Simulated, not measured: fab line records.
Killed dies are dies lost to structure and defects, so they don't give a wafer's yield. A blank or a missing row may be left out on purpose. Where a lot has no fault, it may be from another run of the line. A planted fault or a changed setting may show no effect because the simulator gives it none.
8D (eight disciplines) problem report, filled in by code -- flow berkeley_cmos170 -- the parts of the form that need people (team, actions taken, sign-off) are left out

== 1. PROBLEM STATEMENT ==
M1_AL_RS at UCB170_M1_RS_MEAS_01 reads a mean of 0.0544 ohm/sq on 1 wafer of 1 lot; wafers without a fault read 0.0487 ohm/sq with a standard deviation of 0.00069. That is +8.3 standard deviations from the usual mean.
The step: measures by four-point-probe.
Seen first at day 10 13:04 on film_metro-01, wafer L205.4. The record has a number at this step for 37 wafers belonging to 13 lots. Rule for "out", or "out of limits": more than 4 standard deviations from the usual mean. Any other wafer with a number is counted as sound.

== 2. WHAT IT IS AND WHAT IT IS NOT ==
question,is,is not
which readings at this step,M1_AL_RS,-
which lots,L205,"L191, L194, L195, L196, L197, L198, L199, L201, L208, L210, L213, L214"
which wafers of those lots,all that have a number,-
read on which gauges,film_metro-01,"film_metro-03, film_metro-04"
when,from day 10 13:04,"up to then (24 sound wafers); but 12 sound wafers of L208, L210, L213, L214 came after"

== 3. THE SUSPECTS, EACH WITH WHAT RULES IT OUT ==
Counting: a tool at a process step up to the reading stays a suspect if it ran every lot that is out and no sound lot after the first of them.
- the gauge at UCB170_M1_RS_MEAS_01: kept. All the wafers that are out were read on film_metro-01, and no step on other tools shows them out.
- pvd_sputter-02 at UCB170_SILICIDE_SPUTTER_01 (material Ti, target thk 30 nm, time 25 s): ruled out as a lasting fault. The sound lots L213 went through it after L205, its earliest lot that is out (day 10 06:20).
- plasma_asher-04 at UCB170_CONTACT_STRIP_19 (strips in O2): kept. It ran the lot that is out, L205 (day 10 12:35), and no sound lot after that; its last sound lot up to then is L198 (day 9 11:35).
- pvd_sputter-01 at UCB170_M1_SPUTTER_00 (material Al, target thk 600 nm, time 80 s): kept. It ran the lot that is out, L205 (day 10 12:57), and no sound lot after that; its last sound lot up to then is L201 (day 10 02:37).
plasma_asher-04 at UCB170_CONTACT_STRIP_19, pvd_sputter-01 at UCB170_M1_SPUTTER_00 and film_metro-01 at UCB170_M1_RS_MEAS_01 are what is left after counting.

== 4. THE CAUSE (what the simulator had put in) ==
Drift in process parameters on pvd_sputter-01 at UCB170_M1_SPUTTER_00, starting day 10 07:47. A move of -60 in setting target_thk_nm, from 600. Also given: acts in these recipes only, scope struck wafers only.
Counting leaves 3 suspects; this tool is one of them.

== 5. SEQUENCE OF EFFECTS, ordered by route ==
Each row: a reading whose mean over the struck wafers that have a number lies more than 3 standard deviations from the usual. Readings are gone through only where the record gives a usual standard deviation; hours: the median, over the lots, of the time from a lot's start at the first step in this table giving one to that lot's start at this step; sigmas: the change measured in usual standard deviations.
hours,step,reading,usual,on struck wafers,change,sigmas
0,UCB170_M1_RS_MEAS_01,M1_AL_RS,0.0487 ohm/sq,0.0544,+0.0057,+8.3
0,UCB170_M1_THK_MEAS_02,M1_AL_THK,599 nm,542,-57,-6.6

== 6. WHAT WOULD HAVE CAUGHT IT SOONER ==
The first out-of-limits reading at a measuring or inspecting step in this record came at day 10 13:04, 5 hours after the fault's start at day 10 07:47.
No tool reading at UCB170_M1_SPUTTER_00 that has a usual standard deviation in the record was out on any struck wafer, so an alarm limit of 4 standard deviations on those readings would not have fired.
Each of the lots that are out, 1 in all, had begun UCB170_M1_SPUTTER_00 on pvd_sputter-01 no later than day 10 13:04. None of them would have been spared by holding the tool at that moment.
